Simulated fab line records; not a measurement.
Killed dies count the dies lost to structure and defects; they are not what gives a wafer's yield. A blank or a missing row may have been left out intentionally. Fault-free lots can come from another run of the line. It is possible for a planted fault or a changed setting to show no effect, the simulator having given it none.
Split-lot trial / flow ritCmos / on a route of 202 steps: 5 lots, 23 wafers read

ON THE SPLIT
At RIT_NSD_SOFTBAKE_02 (time 60 s), the setting tempC was moved away from the recipe's 90 C on 6 of the 23 wafers read, by -3.2% to +3.6%. The other wafers ran this setting at the recipe's value.

FROM THE SPLIT TO THE READING: what the file shows between them, 2 steps
- RIT_NSD_EXPOSE_03: exposes mask M9, target cd 40700 nm
- RIT_NSD_PEB_04

THE READING
NOVOLAK_of_NSD_COAT_01.thkNm (the simulator's own value, which no gauge read), in nm, at RIT_NSD_DEVELOP_05 (develop time 50 s). The file does not state a usual value for it. Across the 17 wafers here that went through the recipe, the average is 1000.9 nm and the standard deviation 2.5 nm.

wafer=L078.1; tool, chamber at the split=lithoTrack-01, 0; tempC as run, C=90; against the recipe=recipe; NOVOLAK_of_NSD_COAT_01.thkNm, nm=999.4; against lot-mates on the recipe=-
wafer=L078.3; tool, chamber at the split=lithoTrack-01, 0; tempC as run, C=90; against the recipe=recipe; NOVOLAK_of_NSD_COAT_01.thkNm, nm=996.3; against lot-mates on the recipe=-
wafer=L078.5; tool, chamber at the split=lithoTrack-01, 0; tempC as run, C=90; against the recipe=recipe; NOVOLAK_of_NSD_COAT_01.thkNm, nm=999.7; against lot-mates on the recipe=-
wafer=L079.1; tool, chamber at the split=lithoTrack-04, 0; tempC as run, C=90; against the recipe=recipe; NOVOLAK_of_NSD_COAT_01.thkNm, nm=998.7; against lot-mates on the recipe=-
wafer=L079.3; tool, chamber at the split=lithoTrack-04, 0; tempC as run, C=90; against the recipe=recipe; NOVOLAK_of_NSD_COAT_01.thkNm, nm=1001; against lot-mates on the recipe=-
wafer=L079.4; tool, chamber at the split=lithoTrack-04, 0; tempC as run, C=90; against the recipe=recipe; NOVOLAK_of_NSD_COAT_01.thkNm, nm=999.1; against lot-mates on the recipe=-
wafer=L079.5; tool, chamber at the split=lithoTrack-04, 0; tempC as run, C=90; against the recipe=recipe; NOVOLAK_of_NSD_COAT_01.thkNm, nm=999.4; against lot-mates on the recipe=-
wafer=L079.6; tool, chamber at the split=lithoTrack-04, 0; tempC as run, C=90; against the recipe=recipe; NOVOLAK_of_NSD_COAT_01.thkNm, nm=998.6; against lot-mates on the recipe=-
wafer=L080.1; tool, chamber at the split=lithoTrack-03, 0; tempC as run, C=87.13; against the recipe=-3.2%; NOVOLAK_of_NSD_COAT_01.thkNm, nm=1012; against lot-mates on the recipe=+8.5
wafer=L080.3; tool, chamber at the split=lithoTrack-03, 0; tempC as run, C=87.13; against the recipe=-3.2%; NOVOLAK_of_NSD_COAT_01.thkNm, nm=1013; against lot-mates on the recipe=+9.5
wafer=L080.4; tool, chamber at the split=lithoTrack-03, 0; tempC as run, C=90; against the recipe=recipe; NOVOLAK_of_NSD_COAT_01.thkNm, nm=1004; against lot-mates on the recipe=-
wafer=L080.5; tool, chamber at the split=lithoTrack-03, 0; tempC as run, C=87.13; against the recipe=-3.2%; NOVOLAK_of_NSD_COAT_01.thkNm, nm=1008; against lot-mates on the recipe=+4.5
wafer=L080.6; tool, chamber at the split=lithoTrack-03, 0; tempC as run, C=90; against the recipe=recipe; NOVOLAK_of_NSD_COAT_01.thkNm, nm=1003; against lot-mates on the recipe=-
wafer=L082.1; tool, chamber at the split=lithoTrack-04, 0; tempC as run, C=90; against the recipe=recipe; NOVOLAK_of_NSD_COAT_01.thkNm, nm=1004; against lot-mates on the recipe=-
wafer=L082.2; tool, chamber at the split=lithoTrack-04, 0; tempC as run, C=93.26; against the recipe=+3.6%; NOVOLAK_of_NSD_COAT_01.thkNm, nm=998.5; against lot-mates on the recipe=-7.0
wafer=L082.4; tool, chamber at the split=lithoTrack-04, 0; tempC as run, C=93.26; against the recipe=+3.6%; NOVOLAK_of_NSD_COAT_01.thkNm, nm=996.7; against lot-mates on the recipe=-8.8
wafer=L082.5; tool, chamber at the split=lithoTrack-04, 0; tempC as run, C=90; against the recipe=recipe; NOVOLAK_of_NSD_COAT_01.thkNm, nm=1007; against lot-mates on the recipe=-
wafer=L082.6; tool, chamber at the split=lithoTrack-04, 0; tempC as run, C=93.26; against the recipe=+3.6%; NOVOLAK_of_NSD_COAT_01.thkNm, nm=997.7; against lot-mates on the recipe=-7.8
wafer=L084.1; tool, chamber at the split=lithoTrack-03, 0; tempC as run, C=90; against the recipe=recipe; NOVOLAK_of_NSD_COAT_01.thkNm, nm=999.6; against lot-mates on the recipe=-
wafer=L084.3; tool, chamber at the split=lithoTrack-03, 0; tempC as run, C=90; against the recipe=recipe; NOVOLAK_of_NSD_COAT_01.thkNm, nm=1003; against lot-mates on the recipe=-
wafer=L084.4; tool, chamber at the split=lithoTrack-03, 0; tempC as run, C=90; against the recipe=recipe; NOVOLAK_of_NSD_COAT_01.thkNm, nm=1002; against lot-mates on the recipe=-
wafer=L084.5; tool, chamber at the split=lithoTrack-03, 0; tempC as run, C=90; against the recipe=recipe; NOVOLAK_of_NSD_COAT_01.thkNm, nm=1000; against lot-mates on the recipe=-
wafer=L084.6; tool, chamber at the split=lithoTrack-03, 0; tempC as run, C=90; against the recipe=recipe; NOVOLAK_of_NSD_COAT_01.thkNm, nm=1001; against lot-mates on the recipe=-

THE FIT
A straight line over all 23 wafers: NOVOLAK_of_NSD_COAT_01.thkNm changes by -1.91 nm for each +1% of tempC; r = -0.76; the points scatter about the line by 3 nm.
The same after taking each lot's own level away (the mean of its wafers on the recipe; 23 wafers): -2.25 nm for each +1%; r = -0.95; scatter 1.4 nm.
According to that fit, moving tempC by its largest amount changes the reading by 8.2 nm.
Measured against the standard deviation above, the lots' own levels, which go from 998.47 to 1005.50 nm, span 2.8 times it.
So the lot-to-lot level blurs the effect unless lot-mates are compared.
Check: -8.39 nm against its lot-mates is what the line predicts for one of the wafers moved furthest among these (+3.6%) when that wafer is left out of the fit. Against them it came out at -7 nm.

ADDITIONAL SPLITS CARRIED BY THESE WAFERS
Other splits were also applied to these wafers ahead of the reading. Each is held against what the fit with the lots' levels taken away leaves over:
other split on the same wafers=RIT_GATE_SOFTBAKE_12 timeS; wafers away from the commonest value=8; r with NOVOLAK_of_NSD_COAT_01.thkNm (lot level and that fit taken away)=+0.00
other split on the same wafers=RIT_NLDD_IMPLANT_08 energyKev; wafers away from the commonest value=8; r with NOVOLAK_of_NSD_COAT_01.thkNm (lot level and that fit taken away)=-0.12

FILE'S OWN FIT
NOVOLAK_of_NSD_COAT_01.thkNm changes by -2.2 nm for each +1% of tempC, r = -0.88.
